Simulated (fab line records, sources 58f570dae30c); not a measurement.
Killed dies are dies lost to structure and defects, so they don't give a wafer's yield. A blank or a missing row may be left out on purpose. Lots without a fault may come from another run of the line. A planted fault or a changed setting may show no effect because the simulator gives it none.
One fault seen from 2 desks | flow berkeley_cmos170 | each desk has only its own numbers; what lay behind them comes last

THE TOOL OWNER'S DESK: krf_scanner-02
The tool's own readings at UCB170_NSD_EXPOSE_03 (exposes mask NSELECT MOD, target cd 1200 nm): means of the sampled wafers that have a number, for each lot that ran on this tool. A lot is out of limits, marked OUT, if its mean lies more than 4 standard deviations from the usual mean; the brackets give that distance.
Columns: A = exposure_dose_mJ_cm2 at UCB170_NSD_EXPOSE_03, usual 29.997; B = focus_offset_nm at UCB170_NSD_EXPOSE_03, usual 0.0 nm
lot  | first seen here | A                        | B
L811 | day 9 03:39     | 36.873 (+99 or more) OUT | 0.3
L810 | day 9 04:17     | 35.527 (+99 or more) OUT | -1.0
This desk's finding: out of limits on L810, L811; first on L811, day 9 03:39 (exposure_dose_mJ_cm2 at UCB170_NSD_EXPOSE_03). In limits: none.

THE METROLOGY DESK
What the gauges read, lot by lot, whatever tool the lot ran on: means of the sampled wafers that have a number. A lot is out of limits, marked OUT, if its mean lies more than 4 standard deviations from the usual mean; the brackets give that distance.
Columns: A = cd_nm at UCB170_NSD_CD_MEAS_06, usual 1200.1 nm
lot  | first seen here | A
L797 | day 7 00:29     | 1199.6
L798 | day 7 00:40     | 1201.0
L800 | day 7 00:49     | 1200.5
L799 | day 7 00:55     | 1201.1
L801 | day 7 11:10     | 1198.1
L811 | day 9 04:15     | 1237.2 (+25) OUT
L808 | day 9 04:42     | 1199.4
L810 | day 9 04:58     | 1230.9 (+21) OUT
L812 | day 9 14:01     | 1197.1
L813 | day 10 07:14    | 1199.7
L816 | day 10 16:41    | 1201.2
L817 | day 10 16:48    | 1200.7
L814 | day 10 17:32    | 1203.0
L815 | day 10 19:03    | 1199.3
This desk's finding: out of limits on L810, L811; first on L811, day 9 04:15 (cd_nm at UCB170_NSD_CD_MEAS_06). In limits: L797, L798, L800, L799, L801, L808, L812, L813, L816, L817, L814, L815.

PUT TOGETHER
The tool owner's desk could have raised an alarm at day 9 03:39, on L810, L811.
The metrology desk could have raised an alarm at day 9 04:15, on L810, L811.
Of the lots named, all ran UCB170_NSD_EXPOSE_03 on krf_scanner-02.

WHAT THE SIMULATOR HAD PUT IN
Process parameter drift: krf_scanner-02, from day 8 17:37 on, at UCB170_NSD_EXPOSE_03. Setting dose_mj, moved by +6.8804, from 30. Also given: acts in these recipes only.
Lots struck among those shown: L810, L811.
Hours from the fault's start to each desk's first reading out of limits: the tool owner's desk, 10; the metrology desk, 11.
